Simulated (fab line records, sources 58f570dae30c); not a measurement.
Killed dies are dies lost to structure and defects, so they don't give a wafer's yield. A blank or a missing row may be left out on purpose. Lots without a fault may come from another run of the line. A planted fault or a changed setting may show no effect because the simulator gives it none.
fab line records | flow berkeley_cmos170
record lots=14 wafers=42 last_day=12
route steps=331 shown NSD@193 SDANNEAL@205 CONTACT@217 V1@270
lots that met no fault: from a run of the same line without faults
start_h: hours from the record's first day to the start of the lot's first wafer shown | wait_h: hours since the lot's step before | " the same as in the row above | L1.1+2: a row that stands for several wafers | - no value, or no start given | * or withheld: withheld | < > ~ a bound
route shown NAME@n: a module of which the file shows steps, and the number in the route of the first | usual: mean/standard deviation of fault-free wafers | same: alike in all rows | chamber/n: place in a boat | sites: the reading at each site | _std_site: their standard deviation | _edge_site: outer sites' mean less inner sites' | radius_mm: how far each site lies from the wafer's centre | mask NAME#n: copy n | behind: the tool/chamber that last shaped the wafer | hold: why the lot was held/for how many hours/how that ended | device: the transistor (n, p or np) that didn't switch | end of line: the same wafers' tests at the end of the route | a step without rows: its recipe alone | killed: dies lost to structure and defects at the first sort, not the wafer's yield | map: a wafer's dies, x killed, . not, _ none there
set.NAME: the setting as run; set.NAME@STEP: as run at that earlier step | model.NAME: the simulator's own value behind a step, which no gauge read
steps of the route over a sample of lots; a table a step, a row a wafer
services: from which hour (start_h, from the record's first day; less than 0 if before it) a tool's chamber was out of use, for how many hours, and why
## steps
# step UCB170_NSD_CD_MEAS_06
# recipe target_cd_nm=1200
# usual cd_nm=1199.9/1.4
# columns lot.wafer tool chamber start_h wait_h cd_nm
L488.3 cd_sem-01 - 144.15 - 1199.3
L488.5 " - " " 1198.6
L488.6 " - " " 1198.3
L490.1 cd_sem-02 - 144.20 - 1200.4
L490.5 " - " " 1200.9
L490.6 " - " " 1199.6
L489.1 cd_sem-02 - 144.38 - 1201.1
L489.2 " - " " 1201.1
L489.6 " - " " 1200.9
L491.1 cd_sem-01 - 148.76 - 1198.2
L491.3 " - " " 1199.6
L491.5 " - " " 1198.8
L493.2 cd_sem-01 - 156.59 - 1201.8
L493.3 " - " " 1201.5
L493.4 " - " " 1201.8
L494.2 cd_sem-01 - 165.28 - 1201.6
L494.4 " - " " 1201.4
L494.6 " - " " 1202.5
L495.2 cd_sem-02 - 166.12 - 1198.9
L495.3 " - " " 1200.2
L495.5 " - " " 1199.1
L501.4 cd_sem-01 - 200.81 - 1199.5
L501.5 " - " " 1201.3
L501.6 " - " " 1200.2
L504.2 cd_sem-01 - 208.07 - 1199.9
L504.3 " - " " 1199.0
L504.6 " - " " 1198.8
L502.1 cd_sem-02 - 208.72 - 1201.7
L502.5 " - " " 1200.0
L502.6 " - " " 1200.5
L508.1 cd_sem-02 - 230.50 - 1198.7
L508.4 " - " " 1198.4
L508.6 " - " " 1199.7
L510.1 cd_sem-01 - 232.74 - 1201.0
L510.3 " - " " 1201.0
L510.4 " - " " 1200.1
L509.3 cd_sem-02 - 233.16 - 1195.9
L509.4 " - " " 1197.4
L509.5 " - " " 1196.1
L511.1 cd_sem-02 - 243.12 - 1199.9
L511.3 " - " " 1200.4
L511.4 " - " " 1198.9
# step UCB170_SDANNEAL_RTA_01
# recipe temp_c=1050 time_s=5 ambient=N2
# usual lamp_power_pct=35.3/2.9 wafer_temp_C_max=1054.2/0.89
# columns lot.wafer tool chamber start_h wait_h lamp_power_pct wafer_temp_C_max
L488.3 rtp_anneal-01 0 145.56 0.1 32.6 1053.6
L488.5 " 0 " " 32.6 1053.8
L488.6 " 0 " " 32.6 1053.6
L490.1 rtp_anneal-01 0 145.73 0.1 32.6 1052.3
L490.5 " 0 " " 32.5 1052.3
L490.6 " 0 " " 32.6 1052.7
L489.1 rtp_anneal-01 0 145.99 0.1 32.6 1054.1
L489.2 " 0 " " 32.6 1054.4
L489.6 " 0 " " 32.6 1052.8
L491.1 rtp_anneal-01 0 150.20 0.1 32.6 1054.8
L491.3 " 0 " " 32.6 1053.1
L491.5 " 0 " " 32.6 1054.1
L493.2 rtp_anneal-02 0 158.35 0.1 38.4 1053.5
L493.3 " 0 " " 38.5 1054.6
L493.4 " 0 " " 38.5 1055.0
L494.2 rtp_anneal-02 0 167.25 0.1 38.5 1054.2
L494.4 " 0 " " 38.4 1054.6
L494.6 " 0 " " 38.4 1055.2
L495.2 rtp_anneal-01 0 167.75 0.1 32.5 1053.6
L495.3 " 0 " " 32.6 1054.4
L495.5 " 0 " " 32.6 1054.2
L501.4 rtp_anneal-02 0 203.22 0.1 38.4 1055.0
L501.5 " 0 " " 38.5 1055.3
L501.6 " 0 " " 38.5 1054.7
L504.2 rtp_anneal-01 0 209.69 0.1 32.6 1053.5
L504.3 " 0 " " 32.5 1053.6
L504.6 " 0 " " 32.6 1054.3
L502.1 rtp_anneal-02 0 210.41 0.1 38.5 1053.7
L502.5 " 0 " " 38.4 1052.7
L502.6 " 0 " " 38.5 1053.0
L508.1 rtp_anneal-02 0 232.57 0.1 38.5 1053.2
L508.4 " 0 " " 38.4 1054.9
L508.6 " 0 " " 38.5 1053.5
L510.1 rtp_anneal-01 0 234.45 0.1 32.6 1052.7
L510.3 " 0 " " 32.6 1052.6
L510.4 " 0 " " 32.6 1053.2
L509.3 rtp_anneal-02 0 234.92 0.1 38.4 1054.8
L509.4 " 0 " " 38.5 1052.7
L509.5 " 0 " " 38.5 1054.8
L511.1 rtp_anneal-01 0 245.07 0.1 32.6 1053.8
L511.3 " 0 " " 32.7 1054.3
L511.4 " 0 " " 32.6 1054.5
# step UCB170_CONTACT_CVD_01
# recipe material=PSG target_thk_nm=700 temp_c=450 precursor=SiH4/O2/PH3 time_s=2820 pressure_mtorr=300 sih4_flow_sccm=60 o2_flow_sccm=90 ph3_flow_sccm=25
# usual ph3_flow_sccm=25.01/0.076 spike_tc_centre_C=452.1/1.2
# columns lot.wafer tool chamber start_h wait_h ph3_flow_sccm spike_tc_centre_C
L488.3 lpcvd-02 0 146.63 0.0 24.97 454.1
L488.5 " 0 " " 25.07 451.4
L488.6 " 0 " " 25.10 450.5
L489.1 lpcvd-01 1 147.27 0.2 24.93 452.1
L489.2 " 1 " " 24.88 451.3
L489.6 " 1 " " 24.92 452.2
L490.1 lpcvd-01 0 147.27 0.5 25.12 453.6
L490.5 " 0 " " 25.22 454.5
L490.6 " 0 " " 25.14 455.5
L491.1 lpcvd-02 1 151.28 0.0 24.97 452.2
L491.3 " 1 " " 24.92 452.6
L491.5 " 1 " " 24.98 450.7
L493.2 lpcvd-01 0 159.49 0.0 25.00 454.6
L493.3 " 0 " " 24.97 455.9
L493.4 " 0 " " 24.92 453.8
L494.2 lpcvd-02 1 170.42 0.0 24.94 452.7
L494.4 " 1 " " 25.00 451.6
L494.6 " 1 " " 25.10 452.0
L495.2 lpcvd-02 1 170.42 0.0 25.08 451.4
L495.3 " 1 " " 24.99 451.3
L495.5 " 1 " " 24.88 451.0
L501.4 lpcvd-02 0 204.28 0.0 24.97 453.3
L501.5 " 0 " " 25.01 449.9
L501.6 " 0 " " 24.96 452.1
L502.1 lpcvd-01 1 212.04 0.5 20.10 454.4
L502.5 " 1 " " 19.98 451.8
L502.6 " 1 " " 20.12 450.8
L504.2 lpcvd-01 1 212.04 1.3 19.99 452.3
L504.3 " 1 " " 19.95 451.2
L504.6 " 1 " " 19.95 452.7
L508.1 lpcvd-02 1 235.10 1.4 25.08 451.2
L508.4 " 1 " " 25.02 451.8
L508.6 " 1 " " 24.99 452.5
L509.3 lpcvd-02 0 236.88 0.7 25.09 451.4
L509.4 " 0 " " 24.97 452.3
L509.5 " 0 " " 24.93 452.2
L510.1 lpcvd-02 1 236.88 1.3 25.08 450.9
L510.3 " 1 " " 25.12 451.4
L510.4 " 1 " " 24.94 452.8
L511.1 lpcvd-02 1 247.90 1.7 25.01 452.5
L511.3 " 1 " " 25.01 450.3
L511.4 " 1 " " 25.10 451.5
# step UCB170_CONTACT_THK_MEAS_02
# recipe reads=PSG_of_CONTACT_CVD_01
# usual CONTACT_PSG_THK=700/7.2
# columns lot.wafer tool chamber start_h wait_h CONTACT_PSG_THK[nm]
L488.3 film_metro-03 - 148.43 0.0 702
L488.5 " - " " 703
L488.6 " - " " 701
L489.1 film_metro-02 - 149.06 0.0 713
L489.2 " - " " 714
L489.6 " - " " 718
L490.1 film_metro-03 - 149.06 0.0 699
L490.5 " - " " 698
L490.6 " - " " 700
L491.1 film_metro-01 - 153.07 0.0 696
L491.3 " - " " 703
L491.5 " - " " 697
L493.2 film_metro-01 - 161.29 0.0 696
L493.3 " - " " 698
L493.4 " - " " 696
L494.2 film_metro-01 - 172.21 0.0 697
L494.4 " - " " 696
L494.6 " - " " 691
L495.2 film_metro-03 - 172.21 0.0 691
L495.3 " - " " 693
L495.5 " - " " 699
L501.4 film_metro-01 - 206.10 0.0 699
L501.5 " - " " 701
L501.6 " - " " 706
L502.1 film_metro-03 - 213.83 0.0 679
L502.5 " - " " 684
L502.6 " - " " 685
L504.2 film_metro-01 - 213.84 0.0 674
L504.3 " - " " 678
L504.6 " - " " 679
L508.1 film_metro-01 - 236.88 0.0 698
L508.4 " - " " 698
L508.6 " - " " 695
L510.1 film_metro-02 - 238.66 0.0 689
L510.3 " - " " 692
L510.4 " - " " 687
L509.3 film_metro-01 - 238.68 0.0 686
L509.4 " - " " 685
L509.5 " - " " 681
L511.1 film_metro-01 - 249.69 0.0 697
L511.3 " - " " 703
L511.4 " - " " 701
# step UCB170_V1_CD_MEAS_90
# recipe target_cd_nm=700
# usual cd_nm=700.2/1.6
# columns lot.wafer tool chamber start_h wait_h cd_nm
L488.3 cd_sem-02 - 158.65 0.1 699.4
L488.5 " - " " 698.6
L488.6 " - " " 699.0
L490.1 cd_sem-01 - 158.73 0.1 698.3
L490.5 " - " " 698.1
L490.6 " - " " 697.2
L489.1 cd_sem-02 - 158.98 0.1 699.4
L489.2 " - " " 699.6
L489.6 " - " " 702.4
L491.1 cd_sem-01 - 165.97 0.1 701.1
L491.3 " - " " 699.8
L491.5 " - " " 702.7
L493.2 cd_sem-01 - 176.02 0.1 699.7
L493.3 " - " " 698.8
L493.4 " - " " 700.8
L494.2 cd_sem-01 - 184.09 0.1 701.5
L494.4 " - " " 700.0
L494.6 " - " " 699.1
L495.2 cd_sem-02 - 184.09 0.1 698.9
L495.3 " - " " 699.5
L495.5 " - " " 702.8
L501.4 cd_sem-02 - 219.18 0.1 699.4
L501.5 " - " " 698.6
L501.6 " - " " 700.0
L502.1 cd_sem-01 - 227.36 0.1 700.6
L502.5 " - " " 700.5
L502.6 " - " " 702.5
L504.2 cd_sem-02 - 227.89 0.1 700.4
L504.3 " - " " 700.6
L504.6 " - " " 699.6
L508.1 cd_sem-02 - 250.42 0.1 701.8
L508.4 " - " " 702.4
L508.6 " - " " 704.4
L509.3 cd_sem-02 - 251.01 0.1 702.9
L509.4 " - " " 701.9
L509.5 " - " " 701.9
L510.1 cd_sem-02 - 251.19 0.1 699.7
L510.3 " - " " 700.4
L510.4 " - " " 699.8
L511.1 cd_sem-02 - 263.43 0.1 703.0
L511.3 " - " " 702.0
L511.4 " - " " 702.1
## services
# columns tool chamber start_h hours kind
lpcvd-02 - 128.08 14.6 pm
rtp_anneal-02 - 144.34 6.0 pm
lpcvd-02 - 196.03 2.8 pm
rtp_anneal-01 - 230.79 3.4 pm
## key
first_sign step=UCB170_CONTACT_CVD_01 reading=ph3_flow_sccm direction=down sigmas=66 usual=25.01 struck=20.01
effect step=UCB170_CONTACT_THK_MEAS_02 reading=CONTACT_PSG_THK direction=down sigmas=2.8 usual=700 struck=680
met_at UCB170_CONTACT_CVD_01
struck_lots L502,L504
tester_left_out L502,L504
not_acting_at UCB170_NSD_CD_MEAS_06,UCB170_SDANNEAL_RTA_01,UCB170_V1_CD_MEAS_90
onset_between 159.49 212.04
fault kind=process_parameter_drift tool=lpcvd-01 chamber=- onset_h=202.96 steps=UCB170_CONTACT_CVD_01 channel=ph3_flow_sccm offset=-5 shape=step end_h=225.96 stated=25
# tester_left_out: of these lots the tester's yield and bins aren't shown, on N5 and GAA mostly nor the transistor test; their killed dies are dies lost to structure and defects alone, not to doping, threshold or leakage, so they don't give the yield
